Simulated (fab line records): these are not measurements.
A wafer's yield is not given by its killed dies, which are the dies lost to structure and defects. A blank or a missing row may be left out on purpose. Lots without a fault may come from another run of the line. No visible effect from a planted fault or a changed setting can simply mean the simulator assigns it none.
fab line records	flow rit-cmos
[record] lots = 4	wafers = 12	last-day = 7
route steps=202 shown SDANNEAL@156 SILICIDE@161 CONTACT@168 M1@184
lots untouched by any fault: they come from a run of this same line in which no faults occurred
start-h: start of the lot's first displayed wafer, in hours after the record's first day	wait-h: hours elapsed since this lot's preceding step	" same as the row above	L1.1+2: a row that stands for several wafers	- no value, or no start was given	* or withheld: withheld	< > ~ a bound
route shown NAME@n: names a module that has steps shown in the file, with the first one's number in the route	usual: average and standard deviation across the fault-free wafers	same: alike in all rows	chamber/n: place in a boat	sites: the reading at each site	_std_site: how widely they spread, as a standard deviation	_edge_site: outer sites' mean less inner sites'	radius-mm: for every site, how far away it sits from the centre of the wafer	mask NAME#n: copy n	behind: the most recent tool/chamber to have shaped the wafer	hold: why the lot went on hold/how many hours it stayed there/how the hold came to an end	device: transistor that didn't switch, given as n, p or np	end of line: tests run on the same wafers once the route is complete	a step given without rows: its recipe and nothing more	killed: at the first sort, the dies lost to defects and structure; wafer yield is something else	map: per-die view of a wafer (x killed, . not killed, _ where there is no die)
set.NAME: the setting as run; set.NAME@STEP: as run at that earlier step	model.NAME: the simulator's own value behind a step, which no gauge read
certain route steps with their lots: each step a table, each wafer a row
services: a tool's chamber out of use, with start hour (start-h, from the record's first day; less than 0 if before it), hours out, and reason
[[steps]]
[step RIT_SDANNEAL_RTA_03]
[recipe] temp-c = 1050	time-s = 5	idle-temp-c = 600	ramp-up-c-per-s = 342	ramp-down-c-per-s = 171	cool-to-c = 600	ambient = N2
[step RIT_SILICIDE_WET_ETCH_00]
[recipe] chemistry = BOE	target = SiO2	target-depth-nm = 14	time-s = 15	dry = n2-spin	dilution = 10:1	temp-c = 21.5
[step RIT_SILICIDE_SPUTTER_01]
[recipe] material = Ti	target-thk-nm = 30	power-w = 350	chamber-pressure-pa = 0.667	gas = Ar	time-s = 240	substrate-temp-c = 25
[step RIT_SILICIDE_RTA_04]
[recipe] temp-c = 650	time-s = 10	idle-temp-c = 25	ramp-up-s = 5	ramp-down-s = 5	cool-to-c = 25	ambient = N2
[step RIT_SILICIDE_WET_ETCH_05]
[recipe] chemistry = SPM	target = Ti	temp-c = 90	time-s = 120	dry = n2-spin
[step RIT_SILICIDE_RTA_06]
[recipe] temp-c = 750	time-s = 10	idle-temp-c = 25	ramp-up-s = 5	ramp-down-s = 10	cool-to-c = 25	ambient = N2
[step RIT_CONTACT_CVD_00]
[recipe] material = SiO2	target-thk-nm = 400	precursor = TEOS	temp-c = 390	time-s = 61	rf-w = 400
[usual] heater-power-w = 311/51
lot.wafer	tool	chamber	start-h	wait-h	heater-power-w	model.SiO2_of_CONTACT_CVD_00.thk-nm
L550.2	pecvd-01	2	130.02	0.0	321	393.3
L550.5	"	0	"	"	313	394.3
L550.6	"	1	"	"	311	402.7
L553.1	pecvd-01	0	141.34	0.1	270	201.4
L553.3	"	1	"	"	306	203.9
L553.6	"	1	"	"	299	206
L556.1	pecvd-01	1	156.14	0.1	289	203
L556.4	"	0	"	"	305	199.6
L556.6	"	1	"	"	291	210.4
L557.1	pecvd-04	1	161.32	0.1	409	405.8
L557.3	"	0	"	"	319	404.5
L557.6	"	1	"	"	418	412.8
[step RIT_CONTACT_THK_MEAS_01]
[recipe] reads = SiO2_of_CONTACT_CVD_00
[usual] CONTACT_TEOS_THK = 402/5.4
lot.wafer	tool	chamber	start-h	wait-h	CONTACT_TEOS_THK[nm]
L550.2	film-metro-04	-	130.08	0.0	393
L550.5	"	-	"	"	394
L550.6	"	-	"	"	403
L553.1	film-metro-02	-	141.39	0.0	201
L553.3	"	-	"	"	204
L553.6	"	-	"	"	206
L556.1	film-metro-04	-	156.19	0.0	203
L556.4	"	-	"	"	200
L556.6	"	-	"	"	210
L557.1	film-metro-01	-	161.37	0.0	405
L557.3	"	-	"	"	405
L557.6	"	-	"	"	413
[step RIT_CONTACT_HMDS_02]
[recipe] prime-time-s = 60	prime-temp-c = 140
[step RIT_CONTACT_COAT_03]
[recipe] resist = NOVOLAK	spin-rpm = 3250	resist-thk-nm = 1000
[step RIT_CONTACT_SOFTBAKE_04]
[recipe] resist = NOVOLAK	temp-c = 90	time-s = 60
[step RIT_CONTACT_EXPOSE_05]
[recipe] mask-id = M11	na = 0.6	source-shape = conventional	sigma-outer = 0.5	target-cd-nm = 1000	dose-mj = 250
[step RIT_CONTACT_PEB_06]
[recipe] resist = NOVOLAK	temp-c = withheld	time-s = withheld
[step RIT_CONTACT_DEVELOP_07]
[recipe] resist = NOVOLAK	develop-time-s = 120	dev-temp-c = 23
[step RIT_CONTACT_HARDBAKE_10]
[recipe] resist = NOVOLAK	temp-c = 140	time-s = 60
[step RIT_CONTACT_ETCH_11]
[recipe] target-depth-a = 4800	over-etch-frac = 0.2	stop-on = TiSi2	chemistry = CHF3/CF4/Ar	target = SiO2	CHF3_flow_sccm = 50	cf4-flow-sccm = 10	Ar_flow_sccm = 100	O2_flow_sccm = 5	pressure-mtorr = 100	rf-w = 200	time-s = 320
[usual] cf4-flow-sccm = 10.00/0.032	drypump-motor-current-A = 5.7/0.39	oes-product-au = 0.983/0.015	throttle-valve-pct = 8.90/0.12
lot.wafer	tool	chamber	start-h	wait-h	cf4-flow-sccm	drypump-motor-current-A	oes-product-au	rf-hours-counter-h	throttle-valve-pct	model.CONTACT.feature-depth-nm	model.etch.depth-nm
L550.2	rie-diel-01	1	131.81	0.1	10.02	5.1	0.974	138	9.01	393.3	393.3
L550.5	"	0	"	"	9.97	6.5	0.975	-	9.09	394.3	394.3
L550.6	"	1	"	"	10.01	5.1	0.978	-	9.01	402.7	402.7
L553.1	rie-diel-01	1	142.85	0.1	9.98	5.1	0.958	138	9.02	201.4	201.4
L553.3	"	2	"	"	10.02	5.7	0.956	27	8.63	203.9	203.9
L553.6	"	2	"	"	10.01	5.7	0.955	-	8.63	206	206
L556.1	rie-diel-04	1	157.53	0.1	9.97	5.6	0.973	114	8.86	203	203
L556.4	"	0	"	"	10.02	5.6	0.963	149	8.75	199.6	199.6
L556.6	"	3	"	"	10.02	5.3	0.939	-	8.78	210.4	210.4
L557.1	rie-diel-02	2	162.87	0.1	9.98	6.1	0.961	7	8.90	405.8	405.8
L557.3	"	3	"	"	9.98	5.9	0.968	80	8.96	404.5	404.5
L557.6	"	2	"	"	9.99	6.1	0.963	-	8.85	412.8	412.8
[step RIT_CONTACT_STRIP_12]
[recipe] chemistry = O2	time-s = 180	resist = NOVOLAK	platen-temp-c = withheld	power-w = 500	pressure-mtorr = 4000	o2-flow-sccm = 4000
[step RIT_CONTACT_CLEAN_13]
[recipe] chemistry = SC1	mix = 3:3:50	time-s = 600	temp-c = 75
[step RIT_CONTACT_CLEAN_14]
[recipe] chemistry = SC2	mix = 3:3:50	time-s = 600	temp-c = 75	dry = n2-spin
[step RIT_M1_SPUTTER_00]
[recipe] material = Al	target-thk-nm = 400	power-w = 2000	chamber-pressure-pa = 0.4	gas = Ar	time-s = 500	substrate-temp-c = 25
[step RIT_M1_HMDS_03]
[recipe] prime-time-s = 60	prime-temp-c = 140
[step RIT_M1_COAT_04]
[recipe] resist = NOVOLAK	spin-rpm = 2000	resist-thk-nm = 1300
[step RIT_M1_SOFTBAKE_05]
[recipe] resist = NOVOLAK	temp-c = 90	time-s = 60
[step RIT_M1_EXPOSE_06]
[recipe] mask-id = M12	na = 0.6	source-shape = conventional	sigma-outer = 0.5	target-cd-nm = 2600	dose-mj = 250
[step RIT_M1_PEB_07]
[recipe] resist = NOVOLAK	temp-c = withheld	time-s = withheld
[step RIT_M1_DEVELOP_08]
[recipe] resist = NOVOLAK	develop-time-s = 68	dev-temp-c = 23
[step RIT_M1_HARDBAKE_11]
[recipe] resist = NOVOLAK	temp-c = 140	time-s = 120
[step RIT_M1_METAL_ETCH_12]
[recipe] stop-on = SiO2	chemistry = Cl2/BCl3	target = Al	time-s = 165	over-etch-frac = 0.5	pressure-mtorr = 100	target-depth-a = 6000	rf-w = 250	Cl2_flow_sccm = 60	bcl3-flow-sccm = 50
[usual] drypump-motor-current-A = 5.8/0.35	oes-product-au = 0.780/0.013	throttle-valve-pct = 8.28/0.095
lot.wafer	tool	chamber	start-h	wait-h	drypump-motor-current-A	oes-product-au	rf-hours-counter-h	throttle-valve-pct	model.SiO2_of_CONTACT_CVD_00.thk-nm
L550.2	rie-metal-02	0	134.41	0.2	5.3	0.773	5	8.37	355.6
L550.5	"	1	"	"	6.5	0.804	-	8.12	358.2
L550.6	"	0	"	"	5.3	0.765	-	8.35	365
L553.1	rie-metal-02	1	145.62	0.2	6.4	0.787	5	8.14	165.3
L553.3	"	1	"	"	6.4	0.791	-	8.14	167.7
L553.6	"	0	"	"	5.3	0.759	-	8.36	168.6
L556.1	rie-metal-01	0	160.25	0.2	5.8	0.774	0	8.42	167.1
L556.4	"	0	"	"	5.8	0.767	-	8.42	163.5
L556.6	"	0	"	"	5.8	0.783	-	8.41	174.7
L557.1	rie-metal-03	0	165.64	0.2	5.6	0.771	4	8.30	369.4
L557.3	"	1	"	"	5.9	0.795	-	8.30	368.7
L557.6	"	1	"	"	5.9	0.788	-	8.31	377
[step RIT_M1_STRIP_13]
[recipe] chemistry = nmp	resist = NOVOLAK	temp-c = 80	time-s = 600	dry = n2-spin
[step RIT_M1_PROBE_99]
[usual] killed-at-contacts = 0.1/0.38	killed-at-front-end = 6.9/2.9	killed-dies = 7.1/3	killed-open = 3.5/2.1	killed-short = 3.5/2
[same] gross-dies = 264	killed_at_M0_to_M3 = 0	killed_at_M4_up = 0	killed-at-back-side = 0	killed-at-other = 0
lot.wafer	tool	chamber	start-h	wait-h	killed-at-contacts	killed-at-front-end	killed-dies	killed-open	killed-short	model.etest.field-p-metal.vt-v	model.etest.nmos_0p15.junction-log10-a-um	model.etest.nmos-narrow.off-log10-a-um	model.etest.nmos_0p3.off-log10-a-um	model.etest.gate-end-array.leak-log10-a-um	model.etest.pmos_0p15.junction-log10-a-um	model.etest.contact-diode-array.leak-log10-a	model.etest.pmos_0p3.off-log10-a-um
L550.2	prober-02	-	136.73	0.1	0	4	4	3	1	-28.2	-13.49	-13.12	-13.16	-12.79	-13.75	-9.359	-13.06
L550.5	prober-02	-	136.88	0.2	0	10	10	5	5	-29.07	-13.34	-13.27	-13.14	-12.98	-13.74	-9.431	-13.02
L550.6	prober-02	-	136.93	0.2	0	4	4	1	3	-28.88	-13.37	-13.28	-13.02	-12.89	-13.73	-9.468	-13.01
L553.1	prober-01	-	147.89	0.1	0	9	9	2	7	-19.99	-11.21	-11.21	-11.21	-10.94	-12.2	-7.914	-12.14
L553.3	prober-01	-	147.99	0.2	0	5	5	2	3	-20.12	-11.15	-11.15	-11.15	-11.09	-12.14	-7.81	-12.08
L553.6	prober-01	-	148.14	0.2	2	10	12	5	5	-19.73	-11.24	-11.23	-11.23	-10.93	-12.23	-7.938	-12.18
L556.1	prober-02	-	162.50	0.1	0	3	3	1	2	-18.67	-11.18	-11.17	-11.17	-10.98	-12.17	-8.018	-12.12
L556.4	prober-02	-	162.65	0.2	1	10	11	3	8	-18.85	-11.11	-11.11	-11.11	-10.89	-12.11	-7.786	-12.06
L556.6	prober-02	-	162.75	0.2	0	8	8	4	4	-19.31	-11.28	-11.28	-11.28	-11.09	-12.27	-7.958	-12.22
L557.1	prober-01	-	168.44	0.1	0	5	5	2	3	-29.34	-13.29	-13.2	-13.01	-12.87	-13.84	-9.283	-13.01
L557.3	prober-01	-	168.54	0.2	0	4	4	2	2	-30.05	-13.47	-13.17	-13.13	-12.86	-13.68	-9.463	-13.06
L557.6	prober-01	-	168.69	0.2	0	6	6	3	2	-29.98	-13.37	-13.18	-13.12	-12.85	-13.71	-9.308	-13.05
// killed by level:class
L550.2 SILICIDE:geometric-particle:open=2 FOX2:geometric-particle:open=1 SILICIDE:geometric-particle:short=1
L550.5 GATE:geometric-particle:open=4 GATE:geometric-particle:short=2 ACTIVE:geometric-particle:short=1 SPACER:geometric-particle:short=1 SPACER:geometric-particle:open=1 SILICIDE:geometric-particle:short=1
L550.6 FOX1:geometric-particle:short=2 GATE:geometric-particle:short=1 REOX:geometric-particle:open=1
L553.1 SPACER:geometric-particle:short=2 GATE:geometric-particle:short=2 SILICIDE:geometric-particle:short=2 GATE:geometric-particle:open=1 REOX:geometric-particle:short=1 SILICIDE:geometric-particle:open=1
L553.3 FOX2:geometric-particle:short=1 GATE:geometric-particle:short=1 GATE:geometric-particle:open=1 REOX:geometric-particle:open=1 SILICIDE:geometric-particle:short=1
L553.6 GATE:geometric-particle:open=2 GATE:geometric-particle:short=2 SILICIDE:geometric-particle:short=2 CONTACT:coat-microbubble-printed=2 FOX1:geometric-particle:open=1 SPACER:geometric-particle:short=1 SPACER:geometric-particle:open=1 SILICIDE:geometric-particle:open=1
L556.1 GATE:geometric-particle:short=1 GATE:geometric-particle:open=1 SILICIDE:geometric-particle:short=1
L556.4 GATE:geometric-particle:short=3 SPACER:geometric-particle:short=2 FOX1:geometric-particle:open=1 FOX1:geometric-particle:short=1 FOX2:geometric-particle:short=1 FOX2:geometric-particle:open=1 REOX:geometric-particle:short=1 CONTACT:geometric-particle:open=1
L556.6 GATE:geometric-particle:short=3 GATE:geometric-particle:open=2 FOX1:geometric-particle:open=1 SILICIDE:geometric-particle:open=1 SILICIDE:geometric-particle:short=1
L557.1 FOX1:geometric-particle:short=2 FOX1:geometric-particle:open=1 GATE:geometric-particle:short=1 SPACER:geometric-particle:open=1
L557.3 FOX1:geometric-particle:open=2 FOX1:geometric-particle:short=1 GATE:geometric-particle:short=1
L557.6 GATE:geometric-particle:open=3 GATE:geometric-particle:short=2 NRETRO:coat-microbubble-printed=1
[[services]]
tool	chamber	start-h	hours	kind
pecvd-04	-	108.03	1.2	repair
rie-metal-01	-	110.58	1.4	repair
rie-diel-01	-	120.40	0.3	repair
rie-diel-01	3	127.01	20.2	repair
rie-diel-01	0	133.54	6.1	repair
rie-metal-01	-	136.12	20.0	pm
rie-metal-01	0	136.12	20.0	vent-cycle
rie-metal-01	1	136.12	20.0	vent-cycle
rie-diel-02	-	145.50	0.2	repair
rie-metal-01	0	156.12	-	clean
rie-metal-01	1	156.12	-	clean
rie-diel-04	0	158.99	-	clean
rie-metal-02	1	162.28	3.6	repair
[[key]]
[first-sign] step = RIT_CONTACT_THK_MEAS_01	reading = CONTACT_TEOS_THK	direction = down	sigmas = 37	usual = 402	struck = 204
effect none on later readings
[model-effect] step = RIT_CONTACT_CVD_00	value = SiO2_of_CONTACT_CVD_00.thk-nm	without = 405.3	struck = 204
[model-effect] step = RIT_CONTACT_ETCH_11	value = CONTACT.feature-depth-nm	without = 405.3	struck = 204
[model-effect] step = RIT_M1_METAL_ETCH_12	value = SiO2_of_CONTACT_CVD_00.thk-nm	without = 369.1	struck = 167.8
[model-effect] step = RIT_M1_PROBE_99	value = etest.field-p-metal.vt-v	without = -29.45	struck = -19.45
met-at RIT_CONTACT_CVD_00
struck-wafers L553.1,L553.3,L553.6,L556.1,L556.4,L556.6
tester-left-out L553,L556
onset-between 130.02 141.34
[fault] kind = process-parameter-drift	tool = pecvd-01	chamber = -	onset-h = 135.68	steps = RIT_CONTACT_CVD_00	channel = target-thk-nm	offset = -201.23	shape = step	end-h = 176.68	stated = 400
// tester-left-out: of these lots the tester's yield and bins aren't shown, on N5 and GAA mostly nor the transistor test; their killed dies are dies lost to structure and defects alone, not to doping, threshold or leakage, so they don't give the yield
